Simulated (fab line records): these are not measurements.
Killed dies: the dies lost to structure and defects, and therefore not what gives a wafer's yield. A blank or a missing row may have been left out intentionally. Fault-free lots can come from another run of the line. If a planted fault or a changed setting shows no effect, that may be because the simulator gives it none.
2 desks, one fault | flow rit_cmos | what lay behind the numbers comes last; until then each desk has only its own

== METROLOGY DESK ==
Means of the sampled wafers that have a number, per lot and without regard to the tool the lot ran on: this is what the gauges read. Marked OUT: a lot whose mean sits more than 4 standard deviations from the usual mean, which makes it out of limits; the brackets give that distance.
Columns: A = FOX1_OXIDE_THK at RIT_FOX1_THK_MEAS_01, usual 348 nm; B = NWELL_TW at RIT_NWELL_TW_MEAS_10, usual 2131; C = GATE_POLY_THK at RIT_GATE_THK_MEAS_09, usual 249.8 nm
lot  | first seen here | A   | B    | C
L309 | day 2 03:50     | 342 | 2134 | 248.1
L308 | day 2 03:50     | 350 | 2117 | 252.3
L311 | day 2 18:08     | 353 | 2113 | 253.4
L312 | day 2 22:17     | 346 | 2097 | 245.7
L313 | day 3 04:58     | 347 | 2183 | 250.5
L315 | day 3 12:14     | 332 | 2092 | 250.7
L316 | day 3 17:07     | 349 | 2100 | 249.7
L317 | day 3 20:22     | 346 | 2125 | 246.2
L318 | day 4 02:41     | 353 | 2110 | 249.2
L321 | day 4 16:40     | 345 | 2172 | 306.1 (+23) OUT
L324 | day 5 06:13     | 348 | 2116 | 306.0 (+22) OUT
L326 | day 5 17:23     | 358 | 2178 | 249.7
L329 | day 6 08:40     | 349 | 2103 | 249.1
L330 | day 6 13:23     | 354 | 2132 | 252.5
This desk's finding: out of limits on L321, L324; first on L321, day 5 10:43 (GATE_POLY_THK at RIT_GATE_THK_MEAS_09). Within limits: L309, L308, L311, L312, L313, L315, L316, L317, L318, L326, L329, L330.

== TOOL OWNER'S DESK, lpcvd-01 ==
The tool's own readings at RIT_GATE_CVD_08 (deposits poly-Si from SiH4, target thk 250 nm, time 2220 s): means of the sampled wafers that have a number, for each lot that ran on this tool. Marked OUT: a lot whose mean sits more than 4 standard deviations from the usual mean, which makes it out of limits; the brackets give that distance.
Columns: A = pressure_mtorr at RIT_GATE_CVD_08, usual 299.8 mTorr; B = susceptor_temp_C at RIT_GATE_CVD_08, usual 609.96 C; C = zone_power_centre_pct at RIT_GATE_CVD_08, usual 27.8 %
lot  | first seen here | A                       | B      | C
L311 | day 3 15:38     | 299.5                   | 609.93 | 30.5
L315 | day 4 05:40     | 299.7                   | 609.75 | 24.5
L316 | day 4 12:47     | 298.8                   | 610.22 | 30.5
L321 | day 5 09:06     | 450.1 (+99 or more) OUT | 610.07 | 24.5
L324 | day 5 22:51     | 449.8 (+99 or more) OUT | 609.85 | 24.9
This desk's verdict: out of limits on L321, L324, starting with L321 at day 5 09:06 (pressure_mtorr at RIT_GATE_CVD_08). Within limits: L311, L315, L316.

== TAKEN TOGETHER ==
The tool owner's desk had the chance to raise an alarm at day 5 09:06 on L321, L324.
Metrology desk: alarm possible at day 5 10:43 on L321, L324.
On lpcvd-01, each named lot ran RIT_GATE_CVD_08.

== WHAT THE SIMULATOR HAD INSERTED ==
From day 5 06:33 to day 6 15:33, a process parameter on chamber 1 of lpcvd-01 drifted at RIT_GATE_CVD_08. Setting pressure_mtorr, moved by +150, from 300. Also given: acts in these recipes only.
Shown lots that were struck: L321, L324.
Delay (hours) between the fault's onset and each desk's first out-of-limits reading: 3 at the tool owner's desk, 4 at the metrology desk.
